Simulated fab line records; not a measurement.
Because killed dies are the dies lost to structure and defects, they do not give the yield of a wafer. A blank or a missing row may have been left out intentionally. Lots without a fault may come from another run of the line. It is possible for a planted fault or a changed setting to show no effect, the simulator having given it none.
Problem report, 8D (eight disciplines) form, completed by code    flow rit cmos    the parts of the form that need people (team, actions taken, sign-off) are left out

## 1. THE PROBLEM
Wafers free of any fault read 25.2 nm (standard deviation 0.47) for REOX_OXIDE_THK at RIT_REOX_THK_MEAS_04, against a mean of 19.8 nm on 9 wafers of 3 lots. That is -11 standard deviations from the usual mean.
First observed at day 4 17:29: wafer L290.1, on film metro-02. The record holds 45 wafers of 15 lots with a number at this step. Rule for "out", or "out of limits": more than 4 standard deviations from the usual mean. The rest of the wafers with a number are treated as sound.

## 2. WHAT IT IS, AND WHAT IT ISN'T
question                     is                            is not
which readings at this step  REOX_OXIDE_THK                -
which lots                   L290, L291, L292              L281, L282, L283, L284, L289, L294, L298, L300, L301, L302, L303, L304
which wafers of those lots   all that have a number        -
read on which gauges         film metro-02, film metro-04  film metro-01
when                         from day 4 17:29              up to then (15 sound wafers); but 21 sound wafers of L294, L298, L300, L301, L302, L303, L304 came after

## 3. WHAT RULES OUT EACH SUSPECT
Counting: a tool stays on the suspect list if, at a process step up to the reading, it processed all lots that are out and no sound lot following the first of them.
- the gauge at RIT_REOX_THK_MEAS_04: ruled out. Those wafers that are out were read across 2 gauges (film metro-02, film metro-04).
- furnace-03 at RIT_REOX_OXIDATION_03 (target thk 25.2 nm, ox time 5580 s): ruled out as a lasting fault. The sound lots L304 went through it after L290, its earliest lot that is out (day 4 14:56).
Left after counting: nothing in the record.

## 4. THE CAUSE (what the simulator had put in)
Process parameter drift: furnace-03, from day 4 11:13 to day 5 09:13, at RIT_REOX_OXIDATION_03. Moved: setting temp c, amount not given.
The count ruled it out by mistake, since the rule takes a fault to strike every lot its tool runs from the start of the fault on, and this one did not do so.

## 5. SEQUENCE OF EFFECTS, ordered by route
One row per reading whose mean, taken over the struck wafers that have a number, lies over 3 standard deviations from the usual. Only readings whose record carries a usual standard deviation are examined. hours: median over the lots of the time between each lot's start at the first step of this table that gives one and its start at this step. sigmas: the change, counted in usual standard deviations.
hours  step                   reading                 usual     on struck wafers  change  sigmas
0      RIT_REOX_OXIDATION_03  spike tc centre C       904.3 C   879.7             -24.6   -15
0      RIT_REOX_OXIDATION_03  spike tc load C         927.0 C   902.2             -24.8   -9.6
0      RIT_REOX_OXIDATION_03  spike tc source C       923.9 C   899.7             -24.2   -8.1
0      RIT_REOX_OXIDATION_03  tube center temp C      899.99 C  874.99            -25.00  -99 or more
0      RIT_REOX_OXIDATION_03  tube_center_temp_C_max  902.3     877.5             -24.8   -64
3      RIT_REOX_THK_MEAS_04   REOX_OXIDE_THK          25.2 nm   19.8              -5.4    -11
It contains these process steps:
- RIT_REOX_OXIDATION_03: target thk 25.2 nm, ox time 5580 s.

## 6. HOW IT WOULD HAVE BEEN CAUGHT EARLIER
Counted from the fault's start at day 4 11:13, it took 6 hours until the first out-of-limits reading at a measuring or inspecting step in this record, taken at day 4 17:29.
The tool's own readings at RIT_REOX_OXIDATION_03 were out on every struck wafer that the step has a row for (spike tc centre C, spike tc load C, spike tc source C, tube center temp C, tube_center_temp_C_max): an alarm limit on them would have fired on the first of those.
